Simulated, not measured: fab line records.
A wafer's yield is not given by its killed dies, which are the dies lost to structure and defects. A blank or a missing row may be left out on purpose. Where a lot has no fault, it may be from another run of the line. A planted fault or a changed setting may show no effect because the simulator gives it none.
fab line records + flow berkeley-cmos170
[record]
- lots = 15
- wafers = 45
- last-day = 13
route steps=331 shown M1@248 M2@284 V2@295
lots with no fault: from the same line, run without faults
start-h: hours from the record's opening day to when the first of the lot's shown wafers began + wait-h: hours from the lot's prior step to this one + " unchanged from the row above + L1.1+2: a row that stands for several wafers + - no value, or no start given + * or withheld: withheld + < > ~ a bound
route shown NAME@n: names a module that has steps shown in the file, with the first one's number in the route + usual: the fault-free wafers' mean and standard deviation + same: alike in all rows + chamber/n: place in a boat + sites: readings site by site + _std_site: standard deviation across them + _edge_site: outer sites' mean less inner sites' + radius-mm: for every site, how far away it sits from the centre of the wafer + mask NAME#n: copy n + behind: the most recent tool/chamber to have shaped the wafer + hold: what put the lot on hold/how long, in hours/how the hold closed + device: transistor that didn't switch, given as n, p or np + end of line: the same wafers' tests at the end of the route + a step with no rows: only its recipe + killed: dies lost to structure and defects at the first sort, not the wafer's yield + map: dies across one wafer; x = killed, . = not, _ = none there
set.NAME: the setting as run; set.NAME@STEP: as run at that earlier step + model.NAME: the simulator's own value behind a step, which no gauge read
steps of the route over a sample of lots; a table a step, a row a wafer
[[steps]]
[step UCB170_M1_OVL_MEAS_10]
[usual]
- M1_OVL = 1/5.7
| lot.wafer | tool       | chamber | start-h | wait-h | M1_OVL[nm] |
|-----------|------------|---------|---------|--------|------------|
| L144.1    | overlay-02 | -       | 186.92  | 0.1    | 1          |
| L144.4    | "          | -       | "       | "      | 4          |
| L144.6    | "          | -       | "       | "      | -4         |
| L147.2    | overlay-02 | -       | 197.45  | 0.1    | -7         |
| L147.4    | "          | -       | "       | "      | -2         |
| L147.6    | "          | -       | "       | "      | -9         |
| L149.1    | overlay-02 | -       | 199.36  | 0.1    | 3          |
| L149.2    | "          | -       | "       | "      | -1         |
| L149.3    | "          | -       | "       | "      | -8         |
| L148.2    | overlay-02 | -       | 199.92  | 0.1    | 9          |
| L148.4    | "          | -       | "       | "      | 6          |
| L148.6    | "          | -       | "       | "      | 7          |
| L145.1    | overlay-02 | -       | 200.96  | 0.1    | 0          |
| L145.4    | "          | -       | "       | "      | -8         |
| L145.6    | "          | -       | "       | "      | -10        |
| L151.1    | overlay-02 | -       | 213.19  | 0.1    | 2          |
| L151.4    | "          | -       | "       | "      | 11         |
| L151.6    | "          | -       | "       | "      | 2          |
| L152.1    | overlay-02 | -       | 213.70  | 0.1    | 1          |
| L152.3    | "          | -       | "       | "      | -3         |
| L152.4    | "          | -       | "       | "      | -3         |
| L153.2    | overlay-01 | -       | 225.84  | 0.1    | -1         |
| L153.3    | "          | -       | "       | "      | -5         |
| L153.6    | "          | -       | "       | "      | -1         |
| L154.1    | overlay-01 | -       | 226.13  | 0.1    | 4          |
| L154.5    | "          | -       | "       | "      | 13         |
| L154.6    | "          | -       | "       | "      | 13         |
| L155.1    | overlay-02 | -       | 246.72  | 0.1    | 3          |
| L155.3    | "          | -       | "       | "      | 7          |
| L155.5    | "          | -       | "       | "      | 7          |
| L156.2    | overlay-02 | -       | 246.82  | 0.1    | 4          |
| L156.4    | "          | -       | "       | "      | 11         |
| L156.6    | "          | -       | "       | "      | 5          |
| L158.2    | overlay-01 | -       | 248.97  | 0.1    | 2          |
| L158.4    | "          | -       | "       | "      | 2          |
| L158.5    | "          | -       | "       | "      | -1         |
| L157.1    | overlay-02 | -       | 249.24  | 0.1    | -3         |
| L157.4    | "          | -       | "       | "      | 8          |
| L157.6    | "          | -       | "       | "      | 0          |
| L166.1    | overlay-01 | -       | 291.96  | 0.1    | -7         |
| L166.3    | "          | -       | "       | "      | -4         |
| L166.4    | "          | -       | "       | "      | -4         |
| L167.2    | overlay-02 | -       | 293.04  | 0.1    | 3          |
| L167.3    | "          | -       | "       | "      | 10         |
| L167.6    | "          | -       | "       | "      | 0          |
[step UCB170_M2_PEB_13]
[recipe]
- peb-temp-c = 130
- peb-time-s = withheld
- resist = KrF
[usual]
- chill-plate-temp-C = 23.00/0.092
- exhaust-pa = 44.9/1
- plate-temp-C = 129.98/0.14
| lot.wafer | tool           | chamber | start-h | wait-h | chill-plate-temp-C | exhaust-pa | plate-temp-C |
|-----------|----------------|---------|---------|--------|--------------------|------------|--------------|
| L144.1    | litho-track-03 | 0       | 194.78  | 0.9    | 23.00              | 44.2       | 130.11       |
| L144.4    | "              | 0       | "       | "      | 23.04              | 43.7       | 130.14       |
| L144.6    | "              | 0       | "       | "      | 22.92              | 45.7       | 130.06       |
| L147.2    | litho-track-03 | 0       | 206.01  | 0.4    | 23.09              | 45.2       | 130.16       |
| L147.4    | "              | 0       | "       | "      | 22.97              | 46.2       | 130.07       |
| L147.6    | "              | 0       | "       | "      | 23.02              | 45.7       | 129.87       |
| L149.1    | litho-track-03 | 0       | 206.53  | 0.4    | 23.07              | 44.2       | 129.97       |
| L149.2    | "              | 0       | "       | "      | 22.98              | 44.3       | 130.18       |
| L149.3    | "              | 0       | "       | "      | 22.91              | 46.3       | 130.08       |
| L148.2    | litho-track-03 | 0       | 207.70  | 0.1    | 23.05              | 43.2       | 130.29       |
| L148.4    | "              | 0       | "       | "      | 23.13              | 45.0       | 130.18       |
| L148.6    | "              | 0       | "       | "      | 23.18              | 43.5       | 130.05       |
| L145.1    | litho-track-02 | 0       | 209.71  | 0.2    | 22.97              | 44.5       | 129.97       |
| L145.4    | "              | 0       | "       | "      | 23.13              | 42.4       | 130.19       |
| L145.6    | "              | 0       | "       | "      | 23.04              | 44.1       | 130.08       |
| L151.1    | litho-track-02 | 0       | 220.02  | 0.1    | 23.05              | 45.0       | 130.09       |
| L151.4    | "              | 0       | "       | "      | 22.98              | 44.7       | 130.13       |
| L151.6    | "              | 0       | "       | "      | 22.92              | 44.4       | 130.02       |
| L152.1    | litho-track-03 | 0       | 220.63  | 0.1    | 22.91              | 42.8       | 129.94       |
| L152.3    | "              | 0       | "       | "      | 22.98              | 44.0       | 129.63       |
| L152.4    | "              | 0       | "       | "      | 23.03              | 45.0       | 129.89       |
| L154.1    | litho-track-01 | 0       | 237.15  | 0.1    | 22.91              | 44.0       | 130.16       |
| L154.5    | "              | 0       | "       | "      | 22.95              | 44.5       | 130.17       |
| L154.6    | "              | 0       | "       | "      | 22.95              | 43.8       | 130.06       |
| L153.2    | litho-track-02 | 0       | 237.62  | 0.1    | 23.09              | 45.2       | 130.14       |
| L153.3    | "              | 0       | "       | "      | 23.02              | 45.1       | 129.98       |
| L153.6    | "              | 0       | "       | "      | 22.95              | 45.6       | 129.78       |
| L155.1    | litho-track-03 | 0       | 253.20  | 0.3    | 23.17              | 44.4       | 129.90       |
| L155.3    | "              | 0       | "       | "      | 23.04              | 44.0       | 129.87       |
| L155.5    | "              | 0       | "       | "      | 22.98              | 44.9       | 129.76       |
| L156.2    | litho-track-03 | -       | 254.18  | 0.1    | -                  | -          | -            |
| L156.4    | "              | -       | "       | "      | -                  | -          | -            |
| L156.6    | "              | -       | "       | "      | -                  | -          | -            |
| L157.1    | litho-track-03 | -       | 255.86  | 0.5    | -                  | -          | -            |
| L157.4    | "              | -       | "       | "      | -                  | -          | -            |
| L157.6    | "              | -       | "       | "      | -                  | -          | -            |
| L158.2    | litho-track-02 | -       | 256.19  | 0.5    | -                  | -          | -            |
| L158.4    | "              | -       | "       | "      | -                  | -          | -            |
| L158.5    | "              | -       | "       | "      | -                  | -          | -            |
| L166.1    | litho-track-01 | 0       | 299.87  | 0.2    | 22.82              | 44.8       | 129.66       |
| L166.3    | "              | 0       | "       | "      | 22.91              | 44.9       | 129.79       |
| L166.4    | "              | 0       | "       | "      | 22.98              | 45.2       | 129.86       |
| L167.2    | litho-track-01 | 0       | 306.07  | 0.8    | 23.10              | 44.0       | 129.86       |
| L167.3    | "              | 0       | "       | "      | 22.97              | 46.5       | 129.97       |
| L167.6    | "              | 0       | "       | "      | 22.90              | 45.0       | 129.81       |
[step UCB170_M2_CD_MEAS_15]
[recipe]
- target-cd-nm = 700
[usual]
- cd-nm = 699.8/1.3
| lot.wafer | tool      | chamber | start-h | wait-h | cd-nm |
|-----------|-----------|---------|---------|--------|-------|
| L144.1    | cd-sem-02 | -       | 195.05  | -      | 698.4 |
| L144.4    | "         | -       | "       | "      | 698.3 |
| L144.6    | "         | -       | "       | "      | 699.4 |
| L147.2    | cd-sem-02 | -       | 206.37  | -      | 701.7 |
| L147.4    | "         | -       | "       | "      | 702.0 |
| L147.6    | "         | -       | "       | "      | 701.4 |
| L149.1    | cd-sem-02 | -       | 206.81  | -      | 702.0 |
| L149.2    | "         | -       | "       | "      | 702.8 |
| L149.3    | "         | -       | "       | "      | 701.5 |
| L148.2    | cd-sem-02 | -       | 207.97  | -      | 700.7 |
| L148.4    | "         | -       | "       | "      | 701.5 |
| L148.6    | "         | -       | "       | "      | 701.1 |
| L145.1    | cd-sem-02 | -       | 210.07  | -      | 699.8 |
| L145.4    | "         | -       | "       | "      | 700.2 |
| L145.6    | "         | -       | "       | "      | 701.6 |
| L151.1    | cd-sem-02 | -       | 220.30  | -      | 698.5 |
| L151.4    | "         | -       | "       | "      | 699.0 |
| L151.6    | "         | -       | "       | "      | 697.8 |
| L152.1    | cd-sem-01 | -       | 220.91  | -      | 698.0 |
| L152.3    | "         | -       | "       | "      | 698.7 |
| L152.4    | "         | -       | "       | "      | 699.6 |
| L154.1    | cd-sem-02 | -       | 237.43  | -      | 701.6 |
| L154.5    | "         | -       | "       | "      | 702.1 |
| L154.6    | "         | -       | "       | "      | 701.4 |
| L153.2    | cd-sem-02 | -       | 237.89  | -      | 697.6 |
| L153.3    | "         | -       | "       | "      | 697.3 |
| L153.6    | "         | -       | "       | "      | 697.7 |
| L155.1    | cd-sem-01 | -       | 253.51  | -      | 700.5 |
| L155.3    | "         | -       | "       | "      | 701.7 |
| L155.5    | "         | -       | "       | "      | 700.9 |
| L156.2    | cd-sem-02 | -       | 254.45  | -      | -     |
| L156.4    | "         | -       | "       | "      | -     |
| L156.6    | "         | -       | "       | "      | -     |
| L157.1    | cd-sem-02 | -       | 256.13  | -      | -     |
| L157.4    | "         | -       | "       | "      | -     |
| L157.6    | "         | -       | "       | "      | -     |
| L158.2    | cd-sem-02 | -       | 256.46  | -      | -     |
| L158.4    | "         | -       | "       | "      | -     |
| L158.5    | "         | -       | "       | "      | -     |
| L166.1    | cd-sem-01 | -       | 300.15  | -      | 700.6 |
| L166.3    | "         | -       | "       | "      | 701.1 |
| L166.4    | "         | -       | "       | "      | 701.6 |
| L167.2    | cd-sem-01 | -       | 306.47  | -      | 699.7 |
| L167.3    | "         | -       | "       | "      | 699.6 |
| L167.6    | "         | -       | "       | "      | 699.9 |
[step UCB170_V2_BOW_MEAS_03]
[recipe]
- mode = bow
[usual]
- V2_BOW = 36/6.8
| lot.wafer | tool          | chamber | start-h | wait-h | V2_BOW[um] |
|-----------|---------------|---------|---------|--------|------------|
| L144.1    | film-metro-04 | -       | 196.20  | 0.2    | 37         |
| L144.4    | "             | -       | "       | "      | 43         |
| L144.6    | "             | -       | "       | "      | 48         |
| L147.2    | film-metro-01 | -       | 207.59  | 0.2    | 31         |
| L147.4    | "             | -       | "       | "      | 47         |
| L147.6    | "             | -       | "       | "      | 36         |
| L149.1    | film-metro-02 | -       | 208.05  | 0.2    | 45         |
| L149.2    | "             | -       | "       | "      | 29         |
| L149.3    | "             | -       | "       | "      | 43         |
| L148.2    | film-metro-01 | -       | 209.09  | 0.2    | 33         |
| L148.4    | "             | -       | "       | "      | 38         |
| L148.6    | "             | -       | "       | "      | 37         |
| L145.1    | film-metro-01 | -       | 211.43  | 0.1    | 32         |
| L145.4    | "             | -       | "       | "      | 39         |
| L145.6    | "             | -       | "       | "      | 23         |
| L151.1    | film-metro-02 | -       | 221.42  | 0.1    | 39         |
| L151.4    | "             | -       | "       | "      | 33         |
| L151.6    | "             | -       | "       | "      | 31         |
| L152.1    | film-metro-01 | -       | 222.03  | 0.1    | 35         |
| L152.3    | "             | -       | "       | "      | 37         |
| L152.4    | "             | -       | "       | "      | 38         |
| L154.1    | film-metro-02 | -       | 238.63  | 0.1    | 34         |
| L154.5    | "             | -       | "       | "      | 28         |
| L154.6    | "             | -       | "       | "      | 32         |
| L153.2    | film-metro-01 | -       | 239.01  | 0.3    | 40         |
| L153.3    | "             | -       | "       | "      | 31         |
| L153.6    | "             | -       | "       | "      | 34         |
| L155.1    | film-metro-02 | -       | 254.63  | 0.1    | 32         |
| L155.3    | "             | -       | "       | "      | 28         |
| L155.5    | "             | -       | "       | "      | 38         |
| L166.1    | film-metro-02 | -       | 301.27  | 0.1    | 33         |
| L166.3    | "             | -       | "       | "      | 42         |
| L166.4    | "             | -       | "       | "      | 45         |
| L167.2    | film-metro-02 | -       | 308.35  | 0.2    | 47         |
| L167.3    | "             | -       | "       | "      | 42         |
| L167.6    | "             | -       | "       | "      | 41         |
[[key]]
[first-sign]
- step = UCB170_M2_PEB_13
- reading = tool-record
- direction = missing
effect none on later readings
met-at UCB170_M2_PEB_13
struck-lots L156,L157,L158
later-rows-left-out L156.2,L156.4,L156.6,L157.1,L157.4,L157.6,L158.2,L158.4,L158.5
sort-left-out L156.2,L156.4,L156.6,L157.1,L157.4,L157.6,L158.2,L158.4,L158.5
not-acting-at UCB170_M1_OVL_MEAS_10,UCB170_M2_CD_MEAS_15,UCB170_V2_BOW_MEAS_03
onset-between 253.20 254.18
[fault]
- kind = skipped-step-whole
- tool = litho-track-02,litho-track-03
- chamber = -
- onset-h = 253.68
- steps = UCB170_M2_PEB_13
- scope = struck-lots-only
// sort-left-out: the simulated sort isn't trusted on such a fault, so these wafers' sort isn't shown, and their yield isn't known
// later-rows-left-out: the simulator's readings of these wafers behind a module that went badly wrong aren't trusted and aren't shown, but for the sort
